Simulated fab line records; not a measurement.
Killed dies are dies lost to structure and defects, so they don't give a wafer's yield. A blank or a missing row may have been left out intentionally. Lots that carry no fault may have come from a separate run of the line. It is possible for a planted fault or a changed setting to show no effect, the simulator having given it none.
Split-lot trial	flow rit cmos	23 wafers read from 5 lots, route of 202 steps

ON THE SPLIT
At RIT_GATE_OXIDATION_05 (target thk 3 nm, ox time 270 s), the setting temp c was moved away from the recipe's 900 C on 15 of the 23 wafers read, by -1.0% to +1.7%. For the rest of the wafers, this setting stayed at what the recipe calls for.

FROM THE SPLIT TO THE READING: what the file shows between them, 1 step
- RIT_GATE_ANNEAL_06: time 600 s

THE READING
GATE_OXIDE_THK in nanometres, read at RIT_GATE_THK_MEAS_07. Typical for fault-free wafers on this fab line: 3.02 nm, with standard deviation 0.075 nm.

wafer	tool, chamber at the split	temp c as run, C	against the recipe	GATE_OXIDE_THK, nm	against lot-mates on the recipe
L076.1	furnace-03, 0	900	recipe	3.12	-
L076.4	furnace-03, 0	900	recipe	3.18	-
L076.5	furnace-03, 0	900	recipe	3.14	-
L077.1	-, -	900	recipe	3.06	-
L077.2	-, -	900	recipe	3.00	-
L077.3	-, -	900	recipe	2.99	-
L077.4	-, -	900	recipe	3.06	-
L077.6	-, -	900	recipe	3.02	-
L079.2	-, -	915.4	+1.7%	3.64	no lot-mate on the recipe
L079.3	-, -	915.4	+1.7%	3.66	no lot-mate on the recipe
L079.4	-, -	915.4	+1.7%	3.71	no lot-mate on the recipe
L079.5	-, -	915.4	+1.7%	3.65	no lot-mate on the recipe
L079.6	-, -	915.4	+1.7%	3.66	no lot-mate on the recipe
L082.2	-, -	891.2	-1.0%	2.72	no lot-mate on the recipe
L082.3	-, -	891.2	-1.0%	2.74	no lot-mate on the recipe
L082.4	-, -	891.2	-1.0%	2.66	no lot-mate on the recipe
L082.5	-, -	891.2	-1.0%	2.60	no lot-mate on the recipe
L082.6	-, -	891.2	-1.0%	2.67	no lot-mate on the recipe
L085.1	-, -	892.1	-0.9%	2.83	no lot-mate on the recipe
L085.2	-, -	892.1	-0.9%	2.77	no lot-mate on the recipe
L085.3	-, -	892.1	-0.9%	2.80	no lot-mate on the recipe
L085.4	-, -	892.1	-0.9%	2.82	no lot-mate on the recipe
L085.5	-, -	892.1	-0.9%	2.88	no lot-mate on the recipe

FIT RESULTS
A straight line over all 23 wafers: GATE_OXIDE_THK changes by +0.348 nm for each +1% of temp c; r = +0.99; the points scatter about the line by 0.063 nm.
Too few moved wafers have a lot-mate on the recipe to fit a line with each lot's own level taken away.

THE WHOLE CHAIN: every reading that the file lists as answering this split, in the file's order
step	what it does	reading	change (the file's fit)	r (the file's)
RIT_GATE_OXIDATION_05	target thk 3 nm, ox time 270 s	SiO2_of_GATE_OXIDATION_05.thk nm (the simulator's own value, which no gauge read)	+0.346 nm for each +1% of the setting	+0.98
RIT_GATE_THK_MEAS_07		GATE_OXIDE_THK	+0.348 for each +1% of the setting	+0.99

FILE'S OWN FIT
GATE_OXIDE_THK changes by +0.348 nm for each +1% of temp c, r = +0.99.
